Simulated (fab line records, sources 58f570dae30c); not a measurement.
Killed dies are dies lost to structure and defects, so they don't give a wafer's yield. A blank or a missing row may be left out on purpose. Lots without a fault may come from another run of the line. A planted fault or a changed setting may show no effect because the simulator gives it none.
Split-lot experiment | flow berkeley_cmos170 | 5 lots, 23 wafers read, on a route of 331 steps

THE SPLIT
At UCB170_NWELL_IMPLANT_14, the setting energy_kev was moved away from the recipe's 150 on 11 of the 23 wafers read, by -2.3% to +5.7%. The other wafers ran this setting at the recipe's value.

The reading is taken at the split's own step.

THE READING
implant.drp_nm (the simulator's own value, which no gauge read), in nm, at UCB170_NWELL_IMPLANT_14. The file gives no usual value for it.

wafer  | tool, chamber at the split | energy_kev as run | against the recipe | implant.drp_nm, nm | against lot-mates on the recipe
L074.2 | implanter-01, 0            | 150               | recipe             | 62.72              | -
L074.3 | implanter-01, 0            | 150               | recipe             | 62.72              | -
L074.4 | implanter-01, 0            | 146.5             | -2.3%              | 61.58              | -1.14
L074.5 | implanter-01, 0            | 146.5             | -2.3%              | 61.58              | -1.14
L074.6 | implanter-01, 0            | 146.5             | -2.3%              | 61.58              | -1.14
L079.1 | implanter-01, 0            | 156.6             | +4.4%              | 64.78              | +2.06
L079.3 | implanter-01, 0            | 156.6             | +4.4%              | 64.78              | +2.06
L079.5 | implanter-01, 0            | 156.6             | +4.4%              | 64.78              | +2.06
L079.2 | implanter-01, 0            | 150               | recipe             | 62.72              | -
L079.6 | implanter-01, 0            | 150               | recipe             | 62.72              | -
L080.1 | implanter-04, 0            | 150               | recipe             | 62.72              | -
L080.5 | implanter-04, 0            | 150               | recipe             | 62.72              | -
L080.6 | implanter-04, 0            | 150               | recipe             | 62.72              | -
L082.1 | implanter-01, 0            | 150               | recipe             | 62.72              | -
L082.2 | implanter-01, 0            | 150               | recipe             | 62.72              | -
L082.6 | implanter-01, 0            | 150               | recipe             | 62.72              | -
L082.3 | implanter-01, 0            | 154.7             | +3.1%              | 64.2               | +1.48
L082.5 | implanter-01, 0            | 154.7             | +3.1%              | 64.2               | +1.48
L084.1 | implanter-04, 0            | 158.5             | +5.7%              | 65.36              | +2.64
L084.2 | implanter-04, 0            | 158.5             | +5.7%              | 65.36              | +2.64
L084.6 | implanter-04, 0            | 158.5             | +5.7%              | 65.36              | +2.64
L084.3 | implanter-04, 0            | 150               | recipe             | 62.72              | -
L084.4 | implanter-04, 0            | 150               | recipe             | 62.72              | -

THE FIT
A straight line over all 23 wafers: implant.drp_nm changes by +0.471 nm for each +1% of energy_kev; r = +1.00; the points scatter about the line by 0.016 nm.
The same after taking each lot's own level away (the mean of its wafers on the recipe; 23 wafers): +0.471 nm for each +1%; r = +1.00; scatter 0.016 nm.
On that fit, the largest move of energy_kev shifts the reading by 2.7 nm.
The lots' own levels span 62.720 to 62.720 nm.
So the lot-to-lot level changes the slope little: the two slopes agree.
Check: with one of the wafers moved furthest among these (+5.7%) left out of the fit, the line predicts +2.66 nm for it against its lot-mates. It came out at +2.64 nm against them.

OTHER SPLITS ON THESE WAFERS
These wafers also went through other splits before the reading. Each is held against what the fit with the lots' levels taken away leaves over:
other split on the same wafers      | wafers away from the commonest value | r with implant.drp_nm (lot level and that fit taken away)
UCB170_START_OXIDATION_02 ox_time_s | 15                                   | -0.07
UCB170_NWELL_CVD_04 pressure_mtorr  | 15                                   | -0.06

THE WHOLE CHAIN: every reading that the file lists as answering this split, in the file's order
step                    | what it does | reading                                                         | change (the file's fit)               | r (the file's)
UCB170_NWELL_IMPLANT_14 |              | implant.rp_nm (the simulator's own value, which no gauge read)  | +1.95 nm for each +1% of the setting  | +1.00
UCB170_NWELL_IMPLANT_14 |              | implant.drp_nm (the simulator's own value, which no gauge read) | +0.469 nm for each +1% of the setting | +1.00

THE FILE'S OWN FIT
implant.drp_nm changes by +0.469 nm for each +1% of energy_kev, r = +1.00.
